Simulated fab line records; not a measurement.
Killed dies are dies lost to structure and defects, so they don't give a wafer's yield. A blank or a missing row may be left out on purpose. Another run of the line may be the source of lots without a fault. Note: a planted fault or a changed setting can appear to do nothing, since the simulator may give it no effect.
fab line records	flow berkeley-cmos170
record: lots: 14	wafers: 42	last-day: 13
route steps=331 shown ZERO@12 PFIELD@86 CONTACT@218
lots that met no fault: from a run of the same line without faults
start-h: start of the lot's first displayed wafer, in hours after the record's first day	wait-h: how many hours have passed since the lot's step before this one	" same as the row above	L1.1+2: several wafers, shown together as one row	- either no value or no given start	* or withheld: withheld	< > ~ a bound
route shown NAME@n: names a module that has steps shown in the file, with the first one's number in the route	usual: the fault-free wafers' mean and standard deviation	same: alike in all rows	chamber/n: place in a boat	sites: per-site readings	_std_site: how widely they spread, as a standard deviation	_edge_site: mean of outer sites minus mean of inner sites	radius-mm: for every site, how far away it sits from the centre of the wafer	mask NAME#n: copy n	behind: the most recent tool/chamber to have shaped the wafer	hold: why the lot went on hold/how many hours it stayed there/how the hold came to an end	device: the n, p or np transistor that did not switch	end of line: at the end of the route, the tests of the same wafers	where a step has no rows: the recipe by itself	killed: dies that structure and defects cost at the first sort, which is not the same as the wafer's yield	map: a wafer's dies, x killed, . not, _ none there
set.NAME: the setting as run; set.NAME@STEP: as run at that earlier step	model.NAME: the simulator's own value behind a step, which no gauge read
route steps across a sampled set of lots; one table per step, one row per wafer
services: from which hour (start-h, from the record's first day; less than 0 if before it) a tool's chamber was out of use, for how many hours, and why
== steps ==
step: UCB170_ZERO_ETCH_06
recipe: chemistry: CHF3/CF4/Ar	target: SiO2	time-s: 12	pressure-mtorr: 100	rf-w: 500	CHF3_flow_sccm: 50	cf4-flow-sccm: 10	Ar_flow_sccm: 120	over-etch-frac: 1.58
usual: drypump-motor-current-A: 5.8/0.39	oes-product-au: 0.617/0.0084	throttle-valve-pct: 9.23/0.13
same: over-etch-frac: 1.58
lot.wafer	tool	chamber	start-h	wait-h	drypump-motor-current-A	oes-product-au	rf-hours-counter-h	throttle-valve-pct
L864.3	rie-diel-04	1	22.85	-	6.3	0.613	30	9.06
L864.4	"	0	"	"	5.7	0.623	171	9.00
L864.5	"	1	"	"	6.3	0.611	-	9.05
L865.3	rie-diel-04	0	31.23	-	5.7	0.618	171	9.00
L865.5	"	0	"	"	5.7	0.627	-	8.99
L865.6	"	1	"	"	6.3	0.606	-	9.07
L867.1	rie-diel-03	1	42.87	-	5.6	0.609	161	9.36
L867.3	"	0	"	"	5.6	0.632	123	9.18
L867.6	"	1	"	"	5.6	0.604	-	9.35
L868.2	rie-diel-04	2	43.08	-	5.0	0.630	83	9.24
L868.3	"	1	"	"	6.3	0.604	31	9.06
L868.5	"	2	"	"	5.0	0.630	-	9.26
L869.2	rie-diel-03	0	57.45	-	5.6	0.625	124	9.20
L869.3	"	3	"	"	6.4	0.626	4	9.35
L869.4	"	2	"	"	5.8	0.628	74	9.40
L871.2	rie-diel-04	2	57.57	-	5.0	0.626	84	9.26
L871.3	"	1	"	"	6.3	0.596	32	9.06
L871.5	"	2	"	"	4.9	0.625	-	9.23
L875.2	rie-diel-02	0	75.54	-	6.3	0.623	98	9.43
L875.3	"	3	"	"	6.1	0.608	60	9.32
L875.6	"	3	"	"	6.0	0.612	-	9.31
L876.1	rie-diel-03	3	82.07	-	6.4	0.629	5	9.35
L876.2	"	2	"	"	5.8	0.621	75	9.41
L876.4	"	0	"	"	5.6	0.620	125	9.19
L879.3	rie-diel-02	1	94.10	-	5.6	0.626	118	9.10
L879.4	"	1	"	"	5.6	0.630	-	9.10
L879.6	"	3	"	"	6.1	0.608	-	9.30
L881.1	rie-diel-02	1	106.77	-	5.6	0.629	119	9.10
L881.5	"	1	"	"	5.5	0.625	-	9.10
L881.6	"	2	"	"	5.6	0.622	-	9.28
L882.3	rie-diel-04	3	111.43	-	5.9	0.600	0	9.16
L882.5	"	0	"	"	5.7	0.624	-	8.99
L882.6	"	3	"	"	6.0	0.610	-	9.17
L885.2	rie-diel-02	1	125.75	-	5.6	0.627	120	9.10
L885.3	"	0	"	"	6.2	0.619	99	9.41
L885.5	"	3	"	"	6.1	0.600	-	9.30
L886.2	rie-diel-02	2	132.84	-	5.5	0.610	139	9.28
L886.3	"	3	"	"	6.1	0.609	62	9.31
L886.4	"	1	"	"	5.6	0.623	120	9.09
L887.1	rie-diel-04	1	137.43	-	6.3	0.608	37	9.05
L887.3	"	0	"	"	5.7	0.627	2	8.99
L887.4	"	2	"	"	4.9	0.622	88	9.23
step: UCB170_PFIELD_IMPLANT_07
recipe: species: B	dose-cm2: 2e+13	energy-kev: 80.63	tilt-deg: 7
usual: dose-ions-cm2: 1.9999e+13/2.4e+10	faraday-current-uA: 63.4/1.4
lot.wafer	tool	chamber	start-h	wait-h	dose-ions-cm2	faraday-current-uA
L864.3	implanter-01	0	96.19	0.1	2e+13	62.0
L864.4	"	0	"	"	1.9973e+13	62.9
L864.5	"	0	"	"	1.9974e+13	64.4
L865.3	implanter-01	0	112.33	0.1	2.0012e+13	64.5
L865.5	"	0	"	"	2.0013e+13	63.8
L865.6	"	0	"	"	1.9982e+13	61.9
L871.2	implanter-01	0	132.35	0.0	1.9992e+13	64.3
L871.3	"	0	"	"	2.0006e+13	62.8
L871.5	"	0	"	"	2.0019e+13	62.7
L868.2	implanter-02	0	132.63	0.0	1.9997e+13	62.3
L868.3	"	0	"	"	2.0001e+13	65.4
L868.5	"	0	"	"	2.0048e+13	61.5
L867.1	implanter-01	0	132.64	0.0	3.1942e+13	101.4
L867.3	"	0	"	"	3.1989e+13	102.7
L867.6	"	0	"	"	3.197e+13	104.4
L869.2	implanter-02	0	132.90	0.0	1.9987e+13	63.6
L869.3	"	0	"	"	1.997e+13	61.3
L869.4	"	0	"	"	1.9999e+13	65.5
L876.1	implanter-04	0	151.54	0.0	2.0003e+13	62.9
L876.2	"	0	"	"	2.0015e+13	62.3
L876.4	"	0	"	"	1.9971e+13	63.8
L875.2	implanter-01	0	152.56	0.0	3.201e+13	98.2
L875.3	"	0	"	"	3.1997e+13	102.3
L875.6	"	0	"	"	3.1987e+13	99.3
L879.3	implanter-04	0	163.07	0.1	1.9977e+13	61.8
L879.4	"	0	"	"	1.9953e+13	64.1
L879.6	"	0	"	"	1.995e+13	63.5
L882.3	implanter-04	0	188.01	0.1	1.9983e+13	64.2
L882.5	"	0	"	"	1.9959e+13	62.7
L882.6	"	0	"	"	1.9972e+13	60.2
L881.1	implanter-04	0	188.68	0.0	1.999e+13	63.6
L881.5	"	0	"	"	1.9988e+13	66.2
L881.6	"	0	"	"	2.0001e+13	62.3
L885.2	implanter-04	0	200.94	0.0	2.0015e+13	63.0
L885.3	"	0	"	"	2.0018e+13	63.8
L885.5	"	0	"	"	2.0011e+13	65.6
L886.2	implanter-01	0	210.84	0.0	1.999e+13	63.8
L886.3	"	0	"	"	1.9992e+13	64.9
L886.4	"	0	"	"	1.9997e+13	65.0
L887.1	implanter-04	0	211.02	0.0	2.0025e+13	64.9
L887.3	"	0	"	"	2.0043e+13	64.5
L887.4	"	0	"	"	2.0022e+13	63.1
step: UCB170_PFIELD_TW_MEAS_09
usual: PFIELD_TW: 603.3/2.5
lot.wafer	tool	chamber	start-h	wait-h	PFIELD_TW
L864.3	film-metro-03	-	96.41	0.1	601.0
L864.4	"	-	"	"	602.0
L864.5	"	-	"	"	604.9
L865.3	film-metro-03	-	112.56	0.1	604.0
L865.5	"	-	"	"	603.0
L865.6	"	-	"	"	602.2
L871.2	film-metro-01	-	132.59	0.1	602.5
L871.3	"	-	"	"	603.0
L871.5	"	-	"	"	604.8
L868.2	film-metro-04	-	132.86	0.1	606.1
L868.3	"	-	"	"	601.4
L868.5	"	-	"	"	606.9
L867.1	film-metro-01	-	132.95	0.1	697.6
L867.3	"	-	"	"	698.4
L867.6	"	-	"	"	700.0
L869.2	film-metro-04	-	133.14	0.1	606.1
L869.3	"	-	"	"	603.8
L869.4	"	-	"	"	603.9
L876.1	film-metro-03	-	151.79	0.1	599.8
L876.2	"	-	"	"	602.8
L876.4	"	-	"	"	600.0
L875.2	film-metro-03	-	152.80	0.1	695.2
L875.3	"	-	"	"	693.7
L875.6	"	-	"	"	696.4
L879.3	film-metro-04	-	163.29	0.1	605.7
L879.4	"	-	"	"	604.2
L879.6	"	-	"	"	603.4
L882.3	film-metro-01	-	188.23	0.1	601.9
L882.5	"	-	"	"	607.3
L882.6	"	-	"	"	600.8
L881.1	film-metro-03	-	188.93	0.1	607.0
L881.5	"	-	"	"	604.3
L881.6	"	-	"	"	603.2
L885.2	film-metro-01	-	201.17	0.1	604.5
L885.3	"	-	"	"	604.9
L885.5	"	-	"	"	603.5
L886.2	film-metro-04	-	211.07	0.1	606.8
L886.3	"	-	"	"	605.7
L886.4	"	-	"	"	606.4
L887.1	film-metro-01	-	211.27	0.1	604.4
L887.3	"	-	"	"	602.0
L887.4	"	-	"	"	604.2
step: UCB170_CONTACT_THK_MEAS_02
recipe: reads: PSG_of_CONTACT_CVD_01
usual: CONTACT_PSG_THK: 704/6.2
lot.wafer	tool	chamber	start-h	wait-h	CONTACT_PSG_THK[nm]
L864.3	film-metro-03	-	173.45	0.0	704
L864.4	"	-	"	"	706
L864.5	"	-	"	"	701
L865.3	film-metro-04	-	187.06	0.0	696
L865.5	"	-	"	"	699
L865.6	"	-	"	"	696
L869.2	film-metro-02	-	206.85	0.0	703
L869.3	"	-	"	"	708
L869.4	"	-	"	"	708
L868.2	film-metro-03	-	208.64	0.0	702
L868.3	"	-	"	"	701
L868.5	"	-	"	"	700
L871.2	film-metro-04	-	208.64	0.0	700
L871.3	"	-	"	"	701
L871.5	"	-	"	"	703
L867.1	film-metro-03	-	208.69	0.1	699
L867.3	"	-	"	"	701
L867.6	"	-	"	"	698
L875.2	film-metro-03	-	227.91	0.0	707
L875.3	"	-	"	"	706
L875.6	"	-	"	"	708
L876.1	film-metro-03	-	229.68	0.0	709
L876.2	"	-	"	"	710
L876.4	"	-	"	"	711
L879.3	film-metro-04	-	243.12	0.1	702
L879.4	"	-	"	"	704
L879.6	"	-	"	"	704
L881.1	film-metro-03	-	258.89	0.0	717
L881.5	"	-	"	"	716
L881.6	"	-	"	"	710
L882.3	film-metro-03	-	259.32	0.0	694
L882.5	"	-	"	"	698
L882.6	"	-	"	"	696
L885.2	film-metro-03	-	271.63	0.0	715
L885.3	"	-	"	"	731
L885.5	"	-	"	"	716
L887.1	film-metro-03	-	283.00	0.0	698
L887.3	"	-	"	"	698
L887.4	"	-	"	"	705
L886.2	film-metro-02	-	284.79	0.0	709
L886.3	"	-	"	"	701
L886.4	"	-	"	"	704
step: UCB170_CONTACT_OVL_MEAS_16
usual: CONTACT_OVL: 1/5.1
lot.wafer	tool	chamber	start-h	wait-h	CONTACT_OVL[nm]
L864.3	overlay-02	-	175.53	0.1	5
L864.4	"	-	"	"	6
L864.5	"	-	"	"	0
L865.3	overlay-01	-	190.09	0.1	4
L865.5	"	-	"	"	10
L865.6	"	-	"	"	1
L869.2	overlay-02	-	208.79	0.1	4
L869.3	"	-	"	"	2
L869.4	"	-	"	"	7
L868.2	overlay-02	-	211.41	0.1	-1
L868.3	"	-	"	"	-13
L868.5	"	-	"	"	-5
L871.2	overlay-01	-	212.11	0.1	6
L871.3	"	-	"	"	8
L871.5	"	-	"	"	3
L867.1	overlay-01	-	212.23	0.1	5
L867.3	"	-	"	"	-5
L867.6	"	-	"	"	-1
L875.2	overlay-01	-	230.05	0.1	-3
L875.3	"	-	"	"	0
L875.6	"	-	"	"	-2
L876.1	overlay-02	-	232.18	0.1	4
L876.2	"	-	"	"	-5
L876.4	"	-	"	"	1
L879.3	overlay-02	-	246.76	0.1	3
L879.4	"	-	"	"	11
L879.6	"	-	"	"	7
L881.1	overlay-02	-	261.44	0.1	0
L881.5	"	-	"	"	-8
L881.6	"	-	"	"	-8
L882.3	overlay-01	-	262.21	0.1	2
L882.5	"	-	"	"	8
L882.6	"	-	"	"	1
L885.2	overlay-01	-	273.55	0.1	13
L885.3	"	-	"	"	9
L885.5	"	-	"	"	13
L887.1	overlay-02	-	284.95	0.1	-3
L887.3	"	-	"	"	1
L887.4	"	-	"	"	-5
L886.2	overlay-02	-	287.55	0.1	4
L886.3	"	-	"	"	5
L886.4	"	-	"	"	4
== services ==
tool	chamber	start-h	hours	kind
rie-diel-04	0	9.39	5.3	repair
implanter-01	-	13.92	1.7	repair
rie-diel-04	-	14.71	2.8	pm
rie-diel-03	2	15.65	7.6	repair
rie-diel-02	2	42.63	8.5	repair
implanter-04	-	55.36	0.6	repair
rie-diel-04	0	56.38	8.4	repair
rie-diel-04	0	64.82	-	clean
rie-diel-04	0	64.82	25.1	scheduled-down
rie-diel-04	0	64.82	25.1	vent-cycle
rie-diel-02	3	85.68	3.1	repair
rie-diel-04	3	89.94	-	clean
rie-diel-02	0	91.22	19.1	repair
rie-diel-03	1	99.79	9.7	repair
rie-diel-02	-	118.71	0.8	repair
implanter-02	-	122.96	1.2	repair
rie-diel-03	2	124.13	2.6	repair
rie-diel-02	3	139.15	1.5	repair
rie-diel-02	-	147.40	2.0	repair
implanter-02	-	172.92	5.2	pm
implanter-01	-	178.55	2.4	repair
implanter-01	-	183.71	2.0	repair
rie-diel-04	2	196.98	9.6	repair
rie-diel-02	1	202.82	1.7	repair
== key ==
first-sign: step: UCB170_PFIELD_IMPLANT_07	reading: dose-ions-cm2	direction: up	sigmas: 99+	usual: 1.9999e+13	struck: 3.1983e+13
effect: step: UCB170_PFIELD_IMPLANT_07	reading: faraday-current-uA	direction: up	sigmas: 28	usual: 63.4	struck: 101.4
effect: step: UCB170_PFIELD_TW_MEAS_09	reading: PFIELD_TW	direction: up	sigmas: 38	usual: 603.3	struck: 696.9
met-at UCB170_PFIELD_IMPLANT_07
struck-lots L867,L875
tester-left-out L867,L875
not-acting-at UCB170_ZERO_ETCH_06,UCB170_CONTACT_THK_MEAS_02,UCB170_CONTACT_OVL_MEAS_16
onset-between 132.35 132.64
fault: kind: process-parameter-drift	tool: implanter-01	chamber: -	onset-h: 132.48	steps: UCB170_PFIELD_IMPLANT_07	channel: dose-cm2	offset: 1.2e+13	shape: step	end-h: 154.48	acts-in: these-recipes-only	stated: 2e+13
tester-left-out: of these lots the tester's yield and bins aren't shown, on N5 and GAA mostly nor the transistor test; their killed dies are dies lost to structure and defects alone, not to doping, threshold or leakage, so they don't give the yield
